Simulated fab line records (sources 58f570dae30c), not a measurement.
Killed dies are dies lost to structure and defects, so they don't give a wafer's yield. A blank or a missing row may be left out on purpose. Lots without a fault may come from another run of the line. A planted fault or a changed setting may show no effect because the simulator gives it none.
fab line records	flow berkeley-cmos170	part 1 of 2: steps 1 to 25 of 35
record: lots: 5	wafers: 15	last-day: 12
route steps=331 shown PWELL@38 WELLDRIVE@55 ACTIVE@60
lots that met no fault: taken from a fault-free run of the same line
start-h: the number of hours between the record's first day and the start of the first shown wafer of the lot	wait-h: how many hours have passed since the lot's step before this one	" same as the row above	L1.1+2: a single row standing in for several wafers	- no value, or no start was given	* or withheld: withheld	< > ~ a bound
route shown NAME@n: names a module that has steps shown in the file, with the first one's number in the route	usual: mean and standard deviation over wafers with no fault	same: alike in all rows	chamber/n: place in a boat	sites: per-site readings	_std_site: how widely they spread, as a standard deviation	_edge_site: outer sites' mean less inner sites'	radius-mm: for every site, how far away it sits from the centre of the wafer	mask NAME#n: copy n	behind: the last tool/chamber to shape the wafer	hold: why the lot was held/for how many hours/how that ended	device: which transistor (n, p or np) failed to switch	end of line: tests of these same wafers at the route's end	a step without rows: its recipe alone	killed: the dies lost at the first sort to structure and to defects; this is not the yield of the wafer	map: dies across one wafer; x = killed, . = not, _ = none there
set.NAME: the setting the step ran with; set.NAME@STEP: the setting that earlier step ran with	model.NAME: the simulator's own value behind a step, which no gauge read
certain route steps with their lots: each step a table, each wafer a row
services: the hour from which a tool's chamber was out of use, counted from the record's first day as start-h (under 0 if before that day), plus the number of hours and why
== steps ==
step: UCB170_PWELL_ANNEAL_04
recipe: temp-c: 1000	time-s: 900	ambient: N2
usual: tube-center-temp-C: 1000/0.094	zone-power-source-pct: 31.2/2.7
lot.wafer	tool	chamber	start-h	wait-h	tube-center-temp-C	zone-power-source-pct
L075.1	furnace-02	0	45.27	1.6	1000	31.0
L075.3	"	0	"	"	1000.1	30.9
L075.5	"	0	"	"	1000	31.3
L091.4	furnace-04	0	131.43	3.5	1000	28.3
L091.5	"	0	"	"	1000.1	27.8
L091.6	"	0	"	"	1000	27.8
L093.2	furnace-04	0	138.09	1.7	1000.3	28.4
L093.3	"	0	"	"	1000.2	28.3
L093.6	"	0	"	"	999.88	28.4
L096.1	furnace-01	0	154.73	3.6	1000.2	35.4
L096.5	"	0	"	"	1000.1	35.5
L096.6	"	0	"	"	1000	35.6
L097.3	furnace-02	0	161.67	3.0	999.9	31.4
L097.4	"	0	"	"	999.95	31.1
L097.6	"	0	"	"	999.83	31.4
step: UCB170_PWELL_CVD_05
recipe: material: Si3N4	target-thk-nm: 220	temp-c: 800	precursor: SiH2Cl2/NH3	time-s: 3300	pressure-mtorr: 200	sih2cl2-flow-sccm: 25	nh3-flow-sccm: 75
usual: nh3-flow-sccm: 74.99/0.22	sih2cl2-flow-sccm: 25.00/0.077	zone-power-source-pct: 21.7/1.9
lot.wafer	tool	chamber	start-h	wait-h	nh3-flow-sccm	sih2cl2-flow-sccm	zone-power-source-pct
L075.1	lpcvd-01	1	47.97	1.4	75.07	24.96	22.8
L075.3	"	1	"	"	75.01	25.02	22.5
L075.5	"	1	"	"	74.80	25.03	22.4
L091.4	lpcvd-02	1	132.68	0.0	74.73	25.10	22.3
L091.5	"	1	"	"	74.56	25.00	22.2
L091.6	"	1	"	"	74.70	25.07	22.2
L093.2	lpcvd-02	0	139.34	0.0	74.80	24.92	19.9
L093.3	"	0	"	"	74.78	25.05	19.9
L093.6	"	0	"	"	75.08	25.05	19.9
L096.1	lpcvd-01	0	156.89	0.9	75.32	25.04	25.1
L096.5	"	0	"	"	75.19	24.98	24.9
L096.6	"	0	"	"	74.87	25.01	25.3
L097.3	lpcvd-01	1	162.92	0.0	74.92	25.05	22.6
L097.4	"	1	"	"	75.04	25.10	22.5
L097.6	"	1	"	"	75.07	24.98	22.4
step: UCB170_PWELL_THK_MEAS_06
recipe: reads: Si3N4_of_PWELL_CVD_05
usual: PWELL_NITRIDE_THK: 221.1/1.7
lot.wafer	tool	chamber	start-h	wait-h	PWELL_NITRIDE_THK[nm]
L075.1	film-metro-03	-	49.88	0.0	217.9
L075.3	"	-	"	"	217.5
L075.5	"	-	"	"	218.1
L091.4	film-metro-03	-	134.62	0.0	221.9
L091.5	"	-	"	"	219.6
L091.6	"	-	"	"	220.2
L093.2	film-metro-03	-	141.27	0.0	223.6
L093.3	"	-	"	"	222.9
L093.6	"	-	"	"	222.9
L096.1	film-metro-04	-	158.81	0.0	220.5
L096.5	"	-	"	"	219.1
L096.6	"	-	"	"	219.1
L097.3	film-metro-02	-	164.86	0.0	221.8
L097.4	"	-	"	"	221.1
L097.6	"	-	"	"	219.2
step: UCB170_PWELL_HMDS_07
recipe: prime-time-s: 60	prime-temp-c: 100
usual: exhaust-pa: 44.8/0.8	prime-temp-c: 100.04/0.12
lot.wafer	tool	chamber	start-h	wait-h	exhaust-pa	prime-temp-c
L075.1	litho-track-02	0	49.94	0.1	44.8	100.21
L075.3	"	0	"	"	44.1	100.09
L075.5	"	0	"	"	45.6	100.14
L091.4	litho-track-03	0	134.73	0.1	45.4	99.88
L091.5	"	0	"	"	45.0	99.92
L091.6	"	0	"	"	44.5	100.06
L093.2	litho-track-02	0	141.35	0.1	45.7	100.20
L093.3	"	0	"	"	45.5	100.02
L093.6	"	0	"	"	46.0	100.14
L096.1	litho-track-03	0	159.06	0.2	44.1	99.97
L096.5	"	0	"	"	43.8	100.10
L096.6	"	0	"	"	44.9	100.17
L097.3	litho-track-02	0	164.95	0.1	45.7	99.94
L097.4	"	0	"	"	45.4	100.19
L097.6	"	0	"	"	45.6	100.09
step: UCB170_PWELL_COAT_08
recipe: resist: KrF	spin-rpm: 1500	resist-thk-nm: 900
usual: exhaust-pa: 45.1/0.81
lot.wafer	tool	chamber	start-h	wait-h	exhaust-pa
L075.1	litho-track-02	0	50.09	0.1	44.5
L075.3	"	0	"	"	44.1
L075.5	"	0	"	"	43.9
L091.4	litho-track-03	0	134.88	0.1	45.9
L091.5	"	0	"	"	45.7
L091.6	"	0	"	"	46.5
L093.2	litho-track-02	0	141.50	0.1	47.2
L093.3	"	0	"	"	44.7
L093.6	"	0	"	"	47.0
L096.1	litho-track-03	0	159.21	0.1	44.7
L096.5	"	0	"	"	44.1
L096.6	"	0	"	"	44.4
L097.3	litho-track-02	0	165.10	0.1	46.4
L097.4	"	0	"	"	45.1
L097.6	"	0	"	"	45.0
step: UCB170_PWELL_SOFTBAKE_09
recipe: resist: KrF	temp-c: 130	time-s: 60
usual: exhaust-pa: 44.9/0.86
lot.wafer	tool	chamber	start-h	wait-h	exhaust-pa
L075.1	litho-track-02	0	50.24	0.1	45.3
L075.3	"	0	"	"	44.5
L075.5	"	0	"	"	45.5
L091.4	litho-track-03	0	135.03	0.1	45.9
L091.5	"	0	"	"	46.5
L091.6	"	0	"	"	45.7
L093.2	litho-track-02	0	141.65	0.1	44.4
L093.3	"	0	"	"	44.5
L093.6	"	0	"	"	44.7
L096.1	litho-track-03	0	159.36	0.1	44.6
L096.5	"	0	"	"	44.6
L096.6	"	0	"	"	46.8
L097.3	litho-track-02	0	165.25	0.1	45.0
L097.4	"	0	"	"	45.1
L097.6	"	0	"	"	45.8
step: UCB170_PWELL_EXPOSE_10
recipe: mask-id: PWELL	target-cd-nm: 3000	na: 0.5	sigma-outer: 0.6	source-shape: conventional	dose-mj: 19
lot.wafer	tool	chamber	start-h	wait-h	mask
L075.1+3+5	krf-scanner-01	0	50.39	0.1	PWELL#0
L091.4+5+6	krf-scanner-02	0	135.29	0.2	PWELL#0
L093.2+3+6	krf-scanner-01	0	141.92	0.2	PWELL#0
L096.1+5+6	krf-scanner-01	0	159.64	0.2	PWELL#0
L097.3+4+6	krf-scanner-02	0	165.51	0.2	PWELL#0
step: UCB170_PWELL_PEB_11
recipe: peb-temp-c: 130	peb-time-s: withheld	resist: KrF
usual: exhaust-pa: 45.2/0.86
lot.wafer	tool	chamber	start-h	wait-h	exhaust-pa
L075.1	litho-track-04	0	50.51	0.1	45.7
L075.3	"	0	"	"	46.4
L075.5	"	0	"	"	46.0
L091.4	litho-track-04	0	135.42	0.1	45.3
L091.5	"	0	"	"	46.1
L091.6	"	0	"	"	45.4
L093.2	litho-track-02	0	142.07	0.1	43.8
L093.3	"	0	"	"	44.9
L093.6	"	0	"	"	44.6
L096.1	litho-track-02	0	160.03	0.4	44.7
L096.5	"	0	"	"	45.5
L096.6	"	0	"	"	45.7
L097.3	litho-track-02	0	165.64	0.1	46.3
L097.4	"	0	"	"	44.9
L097.6	"	0	"	"	45.8
step: UCB170_PWELL_DEVELOP_12
recipe: developer: TMAH	develop-time-s: 45	resist: KrF	dev-temp-c: 21
usual: exhaust-pa: 45.1/0.88
lot.wafer	tool	chamber	start-h	wait-h	exhaust-pa
L075.1	litho-track-04	0	-	-	45.4
L075.3	"	0	"	"	46.8
L075.5	"	0	"	"	46.5
L091.4	litho-track-04	0	-	-	44.3
L091.5	"	0	"	"	46.3
L091.6	"	0	"	"	45.5
L093.2	litho-track-02	0	-	-	45.6
L093.3	"	0	"	"	44.0
L093.6	"	0	"	"	44.5
L096.1	litho-track-02	0	-	-	44.7
L096.5	"	0	"	"	45.4
L096.6	"	0	"	"	45.9
L097.3	litho-track-02	0	-	-	45.8
L097.4	"	0	"	"	45.4
L097.6	"	0	"	"	46.4
step: UCB170_PWELL_OVL_MEAS_13
usual: PWELL_OVL: 2/7.6
lot.wafer	tool	chamber	start-h	wait-h	PWELL_OVL[nm]
L075.1	overlay-02	-	50.79	-	-2
L075.3	"	-	"	"	1
L075.5	"	-	"	"	1
L091.4	overlay-02	-	135.64	-	-10
L091.5	"	-	"	"	8
L091.6	"	-	"	"	1
L093.2	overlay-02	-	142.33	-	6
L093.3	"	-	"	"	-7
L093.6	"	-	"	"	2
L096.1	overlay-02	-	160.31	-	11
L096.5	"	-	"	"	14
L096.6	"	-	"	"	5
L097.3	overlay-01	-	165.88	-	5
L097.4	"	-	"	"	-4
L097.6	"	-	"	"	-11
step: UCB170_PWELL_ETCH_14
recipe: chemistry: CH3F/Ar/O2	target: Si3N4	stop-on: SiO2	CH3F_flow_sccm: 20	Ar_flow_sccm: 50	O2_flow_sccm: 7	pressure-mtorr: 50	rf-w: 450	target-depth-a: 2420	over-etch-frac: 0.1	time-s: 151
usual: drypump-motor-current-A: 5.7/0.38	oes-product-au: 0.950/0.014	throttle-valve-pct: 8.04/0.16
lot.wafer	tool	chamber	start-h	wait-h	drypump-motor-current-A	oes-product-au	rf-hours-counter-h	throttle-valve-pct
L075.1	rie-diel-01	0	50.82	0.0	5.2	0.955	66	8.04
L075.3	"	3	"	"	5.3	0.956	5	7.99
L075.5	"	3	"	"	5.3	0.966	-	7.97
L091.4	rie-diel-02	3	135.71	0.1	5.8	0.940	-	8.40
L091.5	"	0	"	"	6.4	0.924	-	7.93
L091.6	"	2	"	"	5.4	0.974	-	7.99
L093.2	rie-diel-01	1	142.36	0.0	5.7	0.961	3	7.72
L093.3	"	2	"	"	5.8	0.945	40	8.10
L093.6	"	3	"	"	5.3	0.969	-	7.97
L096.1	rie-diel-01	2	160.34	0.0	5.8	0.939	41	8.09
L096.5	"	1	"	"	5.7	0.957	-	7.71
L096.6	"	2	"	"	5.8	0.932	-	8.12
L097.3	rie-diel-01	3	165.90	0.0	5.3	0.973	11	7.99
L097.4	"	2	"	"	5.7	0.948	41	8.09
L097.6	"	0	"	"	5.2	0.953	-	8.05
step: UCB170_PWELL_IMPLANT_15
recipe: species: B	dose-cm2: 5e+12	energy-kev: 60	tilt-deg: 7
lot.wafer	tool	chamber	start-h	wait-h
L075.1+3+5	implanter-03	0	50.92	0.1
L091.4+5+6	implanter-01	0	135.83	0.1
L093.2+3+6	implanter-04	0	142.48	0.1
L096.1+5+6	implanter-01	0	160.44	0.1
L097.3+4+6	implanter-04	0	166.05	0.1
step: UCB170_PWELL_STRIP_16
recipe: chemistry: O2	power-w: 400	pressure-mtorr: 3500	platen-temp-c: withheld	o2-flow-sccm: 400	overash-fraction: 0.5
usual: drypump-motor-current-A: 5.9/0.35	oes-product-au: 0.721/0.0041	strip-time-to-endpoint-s: 18.18/0.09
lot.wafer	tool	chamber	start-h	wait-h	drypump-motor-current-A	oes-product-au	rf-hours-counter-h	strip-time-to-endpoint-s
L075.1	plasma-asher-04	1	51.07	0.1	5.4	0.720	34	18.27
L075.3	"	0	"	"	5.0	0.719	-	18.24
L075.5	"	1	"	"	5.4	0.725	-	18.26
L091.4	plasma-asher-03	1	135.94	0.1	6.1	0.727	-	18.31
L091.5	"	1	"	"	6.1	0.720	-	18.04
L091.6	"	0	"	"	6.2	0.721	-	18.14
L093.2	plasma-asher-03	0	142.61	0.1	6.2	0.723	3	18.19
L093.3	"	1	"	"	6.2	0.723	-	18.06
L093.6	"	0	"	"	6.2	0.716	-	18.19
L096.1	plasma-asher-03	0	160.59	0.1	6.2	0.731	6	18.15
L096.5	"	0	"	"	6.2	0.721	-	18.16
L096.6	"	1	"	"	6.1	0.720	-	18.19
L097.3	plasma-asher-01	1	166.18	0.1	5.8	0.719	-	18.26
L097.4	"	0	"	"	6.1	0.725	-	18.14
L097.6	"	0	"	"	6.1	0.725	-	18.23
step: UCB170_PWELL_TW_MEAS_17
usual: PWELL_TW: 381/4.2
lot.wafer	tool	chamber	start-h	wait-h	PWELL_TW
L075.1	film-metro-02	-	51.17	0.1	378
L075.3	"	-	"	"	376
L075.5	"	-	"	"	376
L091.4	film-metro-02	-	136.04	0.1	377
L091.5	"	-	"	"	378
L091.6	"	-	"	"	376
L093.2	film-metro-04	-	142.72	0.1	387
L093.3	"	-	"	"	387
L093.6	"	-	"	"	388
L096.1	film-metro-03	-	160.69	0.1	381
L096.5	"	-	"	"	380
L096.6	"	-	"	"	380
L097.3	film-metro-02	-	166.27	0.1	376
L097.4	"	-	"	"	376
L097.6	"	-	"	"	375
step: UCB170_PWELL_CLEAN_18
recipe: chemistry: SPM	temp-c: 120	time-s: 600
usual: bath-heat-duty-pct: 13.4/1.3
lot.wafer	tool	chamber	start-h	wait-h	bath-heat-duty-pct
L075.1	wet-bench-01	1	51.23	0.1	12.8
L075.3	"	1	"	"	13.4
L075.5	"	1	"	"	13.1
L091.4	wet-bench-02	3	137.00	1.0	12.9
L091.5	"	3	"	"	12.4
L091.6	"	3	"	"	12.6
L093.2	wet-bench-02	2	142.86	0.1	13.3
L093.3	"	2	"	"	11.9
L093.6	"	2	"	"	12.3
L096.1	wet-bench-01	2	160.80	0.1	13.4
L096.5	"	2	"	"	13.4
L096.6	"	2	"	"	13.4
L097.3	wet-bench-01	3	166.31	0.0	16.0
L097.4	"	3	"	"	15.4
L097.6	"	3	"	"	15.0
step: UCB170_PWELL_WET_ETCH_19
recipe: chemistry: H3PO4	target: Si3N4	temp-c: 160	time-s: 14400
usual: bath-heat-duty-pct: 27.0/2.5
lot.wafer	tool	chamber	start-h	wait-h	bath-heat-duty-pct
L075.1	wet-bench-01	2	51.58	0.2	27.5
L075.3	"	2	"	"	28.2
L075.5	"	2	"	"	27.3
L091.4	wet-bench-02	2	137.47	0.2	25.4
L091.5	"	2	"	"	26.6
L091.6	"	2	"	"	26.9
L093.2	wet-bench-02	1	143.04	0.0	30.0
L093.3	"	1	"	"	31.5
L093.6	"	1	"	"	28.9
L096.1	wet-bench-01	2	160.99	0.0	27.7
L096.5	"	2	"	"	26.7
L096.6	"	2	"	"	27.2
L097.3	wet-bench-04	3	166.60	0.1	26.5
L097.4	"	3	"	"	26.0
L097.6	"	3	"	"	23.5
step: UCB170_PWELL_WET_ETCH_20
recipe: chemistry: BOE	dilution: 5:1	target: SiO2	temp-c: 25	time-s: 22
usual: bath-heat-duty-pct: 6.3/0.71
lot.wafer	tool	chamber	start-h	wait-h	bath-heat-duty-pct
L075.1	wet-bench-02	3	55.67	0.1	6.3
L075.3	"	3	"	"	6.3
L075.5	"	3	"	"	6.6
L091.4	wet-bench-04	1	142.68	0.0	5.6
L091.5	"	1	"	"	6.1
L091.6	"	1	"	"	5.8
L093.2	wet-bench-01	0	147.05	0.0	6.1
L093.3	"	0	"	"	5.7
L093.6	"	0	"	"	6.4
L096.1	wet-bench-02	1	165.36	0.0	6.5
L096.5	"	1	"	"	7.4
L096.6	"	1	"	"	7.9
L097.3	wet-bench-02	2	170.68	0.1	5.9
L097.4	"	2	"	"	7.3
L097.6	"	2	"	"	5.6
step: UCB170_WELLDRIVE_CLEAN_00
recipe: chemistry: SPM	temp-c: 120	time-s: 600
usual: bath-heat-duty-pct: 13.3/1.4
lot.wafer	tool	chamber	start-h	wait-h	bath-heat-duty-pct
L075.1	wet-bench-02	3	55.69	0.0	11.9
L075.3	"	3	"	"	14.0
L075.5	"	3	"	"	13.5
L091.4	wet-bench-04	0	142.69	0.0	13.8
L091.5	"	0	"	"	14.7
L091.6	"	0	"	"	14.5
L093.2	wet-bench-02	2	147.06	0.0	13.4
L093.3	"	2	"	"	12.6
L093.6	"	2	"	"	14.6
L096.1	wet-bench-04	2	165.38	0.0	12.1
L096.5	"	2	"	"	11.0
L096.6	"	2	"	"	12.3
L097.3	wet-bench-04	2	170.72	0.0	11.8
L097.4	"	2	"	"	11.6
L097.6	"	2	"	"	12.3
step: UCB170_WELLDRIVE_OXIDATION_01
recipe: temp-c: 1100	ambient: O2	target-thk-a: 1990	ox-time-s: 9000
usual: tube-center-temp-C: 1100/0.098	zone-power-source-pct: 42.0/2.6
lot.wafer	tool	chamber	start-h	wait-h	tube-center-temp-C	zone-power-source-pct
L075.1	furnace-03	0	63.13	7.2	1100.1	40.2
L075.3	"	0	"	"	1100	40.0
L075.5	"	0	"	"	1100	39.4
L091.4	furnace-03	0	145.93	3.1	1100	40.0
L091.5	"	0	"	"	1100.1	40.0
L091.6	"	0	"	"	1100	40.3
L093.2	furnace-03	0	150.78	3.5	1100	40.3
L093.3	"	0	"	"	1100	40.3
L093.6	"	0	"	"	1099.9	39.1
L096.1	furnace-01	0	167.95	2.4	1100	45.1
L096.5	"	0	"	"	1099.9	45.1
L096.6	"	0	"	"	1100	45.6
L097.3	furnace-02	0	173.24	2.3	1100.1	39.8
L097.4	"	0	"	"	1099.9	38.8
L097.6	"	0	"	"	1099.9	40.2
step: UCB170_WELLDRIVE_THK_MEAS_02
recipe: reads: SiO2_of_WELLDRIVE_OXIDATION_01
usual: WELLDRIVE_OXIDE_THK: 199/3.9
lot.wafer	tool	chamber	start-h	wait-h	WELLDRIVE_OXIDE_THK[nm]
L075.1	film-metro-04	-	66.63	0.0	193
L075.3	"	-	"	"	193
L075.5	"	-	"	"	196
L091.4	film-metro-01	-	149.46	0.0	196
L091.5	"	-	"	"	198
L091.6	"	-	"	"	195
L093.2	film-metro-04	-	154.29	0.0	196
L093.3	"	-	"	"	195
L093.6	"	-	"	"	200
L096.1	film-metro-04	-	171.45	0.0	203
L096.5	"	-	"	"	200
L096.6	"	-	"	"	201
L097.3	film-metro-03	-	176.76	0.0	198
L097.4	"	-	"	"	201
L097.6	"	-	"	"	200
step: UCB170_WELLDRIVE_ANNEAL_03
recipe: temp-c: 1100	time-s: 900	ambient: N2
usual: tube-center-temp-C: 1100.0/0.11	zone-power-source-pct: 41.2/2.2
lot.wafer	tool	chamber	start-h	wait-h	tube-center-temp-C	zone-power-source-pct
L075.1	furnace-02	0	69.79	3.1	1100.0	39.9
L075.3	"	0	"	"	1100.1	40.3
L075.5	"	0	"	"	1100.0	40.1
L091.4	furnace-02	0	153.24	3.8	1100.0	39.9
L091.5	"	0	"	"	1100.2	40.0
L091.6	"	0	"	"	1100.0	39.5
L093.2	furnace-03	0	158.36	4.1	1099.8	40.2
L093.3	"	0	"	"	1100.0	39.9
L093.6	"	0	"	"	1100.0	39.9
L096.1	furnace-03	0	174.90	3.4	1099.9	40.1
L096.5	"	0	"	"	1100.0	40.5
L096.6	"	0	"	"	1100.1	39.9
L097.3	furnace-02	0	179.49	2.7	1100.0	41.1
L097.4	"	0	"	"	1099.9	39.2
L097.6	"	0	"	"	1100.0	39.3
step: UCB170_WELLDRIVE_WET_ETCH_04
recipe: chemistry: BOE	dilution: 5:1	target: SiO2	temp-c: 25	time-s: 120
usual: bath-heat-duty-pct: 6.2/0.74
lot.wafer	tool	chamber	start-h	wait-h	bath-heat-duty-pct
L075.1	wet-bench-04	2	71.78	0.7	5.1
L075.3	"	2	"	"	5.5
L075.5	"	2	"	"	5.6
L091.4	wet-bench-04	2	154.49	0.0	5.3
L091.5	"	2	"	"	5.0
L091.6	"	2	"	"	5.5
L093.2	wet-bench-01	2	159.61	0.0	6.5
L093.3	"	2	"	"	5.8
L093.6	"	2	"	"	5.4
L096.1	wet-bench-01	0	176.74	0.6	5.9
L096.5	"	0	"	"	6.8
L096.6	"	0	"	"	5.8
L097.3	wet-bench-02	1	180.74	0.0	6.9
L097.4	"	1	"	"	7.7
L097.6	"	1	"	"	7.2
step: UCB170_ACTIVE_CLEAN_00
recipe: chemistry: SPM	temp-c: 120	time-s: 600
usual: bath-heat-duty-pct: 13.3/1.2
lot.wafer	tool	chamber	start-h	wait-h	bath-heat-duty-pct
L075.1	wet-bench-04	1	72.24	0.4	11.6
L075.3	"	1	"	"	12.6
L075.5	"	1	"	"	12.0
L091.4	wet-bench-04	1	154.53	0.0	12.1
L091.5	"	1	"	"	12.6
L091.6	"	1	"	"	12.1
L093.2	wet-bench-01	1	159.66	0.0	13.1
L093.3	"	1	"	"	13.2
L093.6	"	1	"	"	14.0
L096.1	wet-bench-04	2	176.79	0.0	12.6
L096.5	"	2	"	"	11.8
L096.6	"	2	"	"	11.2
L097.3	wet-bench-02	2	180.79	0.0	13.0
L097.4	"	2	"	"	12.9
L097.6	"	2	"	"	13.1
step: UCB170_ACTIVE_CLEAN_01
recipe: chemistry: dHF	dilution: 25:1	time-s: 60
lot.wafer	tool	chamber	start-h	wait-h
L075.1+3+5	wet-bench-04	1	73.64	1.1
L091.4+5+6	wet-bench-02	0	154.70	0.0
L093.2+3+6	wet-bench-01	0	159.85	0.0
L096.1+5+6	wet-bench-01	0	177.15	0.2
L097.3+4+6	wet-bench-02	2	180.98	0.0
step: UCB170_ACTIVE_OXIDATION_02
recipe: temp-c: 1000	ambient: O2	target-thk-a: 264	ox-time-s: 1260
usual: tube-center-temp-C: 999.99/0.088	zone-power-source-pct: 30.3/1.6
lot.wafer	tool	chamber	start-h	wait-h	tube-center-temp-C	zone-power-source-pct
L075.1	furnace-04	0	75.03	1.3	1000.1	28.2
L075.3	"	0	"	"	999.96	28.0
L075.5	"	0	"	"	1000	28.5
L091.4	furnace-02	0	158.82	4.1	999.84	31.0
L091.5	"	0	"	"	1000	31.8
L091.6	"	0	"	"	1000.1	31.3
L093.2	furnace-04	0	162.27	2.4	1000.1	28.2
L093.3	"	0	"	"	1000	28.7
L093.6	"	0	"	"	1000.1	28.0
L096.1	furnace-03	0	180.48	3.3	1000	31.6
L096.5	"	0	"	"	1000.1	31.4
L096.6	"	0	"	"	999.95	31.2
L097.3	furnace-03	0	183.33	2.3	999.9	32.1
L097.4	"	0	"	"	1000	31.8
L097.6	"	0	"	"	1000.2	31.1
